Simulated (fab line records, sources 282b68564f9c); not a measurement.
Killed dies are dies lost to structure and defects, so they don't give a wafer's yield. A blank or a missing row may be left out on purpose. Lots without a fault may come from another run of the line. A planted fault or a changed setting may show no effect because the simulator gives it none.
A struck lot beside a sound one | flow rit_cmos | 15 steps out of a route of 202
Sound: wafers L995.2, L995.3, L995.6. Struck: wafers L999.2, L999.4, L999.5. The cause comes at the end.
At each step with rows: each side's tool, then ch and its chambers, then its first start. Under that, the readings that differ: sound wafers | struck wafers | difference of the means | sigmas: that difference in standard deviations of wafers without a fault.
alike: readings whose means differ by less than 2 such deviations, and words and numbers that are the same on both sides. not compared: withheld readings, readings that some wafer has no value for, bounds like >300 that may hide the same value, and numbers for which the record gives no deviation and whose values overlap.
The two part at a step that has a row with sigmas, a row that says differs or no value, or rows on one side only. Numbers that don't overlap but have no deviation are shown without sigmas and don't part them. A reading that every wafer of one side lacks parts them only if that side has two wafers or more.

RIT_NSD_TW_MEAS_10:
  sound on film_metro-01, day 3 23:38; struck on film_metro-01, day 4 22:05
  alike: NSD_TW
then, 6 steps without rows for these wafers: RIT_PSD_HMDS_00 (prime time 60 s); RIT_PSD_COAT_01 (resist thk 1000 nm); RIT_PSD_SOFTBAKE_02 (time 60 s); RIT_PSD_EXPOSE_03 (exposes mask M10, target cd 40900 nm); RIT_PSD_PEB_04; RIT_PSD_DEVELOP_05 (develop time 50 s).
RIT_PSD_OVL_MEAS_06:
  sound on overlay-01, day 4 00:40; struck on overlay-01, day 4 22:59
  alike: PSD_OVL
then, 2 steps without rows for these wafers: RIT_PSD_HARDBAKE_07 (time 60 s); RIT_PSD_IMPLANT_08.
RIT_PSD_STRIP_09: strips in O2, time 180 s.
  sound on plasma_asher-02 ch 0,1, day 4 00:59; struck on plasma_asher-01 ch 0,1, day 4 23:19
  alike: drypump_motor_current_A
  not compared: rf_hours_counter_h
RIT_PSD_TW_MEAS_10:
  sound on film_metro-04, day 4 01:10; struck on film_metro-02, day 4 23:30
  alike: PSD_TW
RIT_SDANNEAL_CLEAN_00: cleans in SC1, time 600 s.
  sound on wet_bench-03 ch 0, day 4 01:13; struck on wet_bench-01 ch 0, day 4 23:33
  reading          | sound             | struck            | difference | sigmas
  run_length_s (s) | 626.0 626.0 626.0 | 644.9 644.9 644.9 | +18.9      | +7
  alike: bath_guard_temp_C
then, 1 step without rows for these wafers: RIT_SDANNEAL_CLEAN_01 (cleans in dHF, time 30 s).
RIT_M1_PROBE_99:
  the record has rows for the struck wafers here (prober-01, day 5 07:43) and none for the sound ones

WHERE THEY PART
First at RIT_SDANNEAL_CLEAN_00; last, within this record, at RIT_M1_PROBE_99.

WHY: what the simulator had put in
Process parameter drift: wet_bench-01, from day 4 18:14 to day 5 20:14, at RIT_SDANNEAL_CLEAN_00. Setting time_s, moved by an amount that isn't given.
